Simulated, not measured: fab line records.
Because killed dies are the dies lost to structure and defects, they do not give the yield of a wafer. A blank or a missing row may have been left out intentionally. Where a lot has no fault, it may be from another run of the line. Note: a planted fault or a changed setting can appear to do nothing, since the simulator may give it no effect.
Chamber matching ; flow berkeleyCmos170 ; UCB170_GATE_WET_ETCH_00 on wetBench-04 has 3 sister chambers
The step etches SiO2 in dHF, time 200 s. 14 wafers are shown with their chamber, then 4 later ones without.

EACH WAFER AND ITS CHAMBER
wafer;chamber;bathHeatDutyPct (%);runLengthS (s)
L531.1;0;6.8;226
L531.2;0;7.4;226
L531.3;0;7.6;226
L544.1;0;8.1;226
L544.2;0;7.1;226
L544.4;0;7.8;226
L545.1;3;5.9;225
L545.2;3;7.0;225
L545.5;3;6.2;225
L543.2;2;5.4;225
L543.4;2;5.5;225
L543.6;2;5.5;225
L548.3;2;6.7;233
L548.5;2;5.5;233

SIGNATURES, as means of the wafers listed above
reading;chamber 0;chamber 2;chamber 3;scatter within a chamber
bathHeatDutyPct;7.467;5.720;6.367;0.519
runLengthS;226.00;228.20;225.00;2.64
Rule: for each reading, subtract the chamber's mean from the wafer's reading, divide by that reading's scatter and square the result; add these up over the readings and take the root, which gives the wafer's distance from the chamber. The wafer belongs to the nearest chamber; if the next one is less than 2 further off, it can't be placed. The scatter is the square root of a quotient: the sum, over the shown wafers, of each reading's squared deviation from its chamber's mean, divided by wafers minus chambers.

WAFERS WHOSE CHAMBER IS MISSING
wafer;bathHeatDutyPct (%);runLengthS (s)
L548.6;5.8;233
L553.3;7.2;228
L553.4;7.6;228
L553.5;7.7;228

WHICH CHAMBER EACH WENT THROUGH
wafer;from the rows above;in truth
L548.6;can't be placed: 2 or 3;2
L553.3;can't be placed: 0 or 3 or 2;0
L553.4;can't be placed: 0 or 3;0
L553.5;can't be placed: 0 or 3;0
Correctly placed: 0 of 4. From these rows, 4 cannot be placed; in 4 the true chamber is one of the candidates. Wrongly placed: 0.
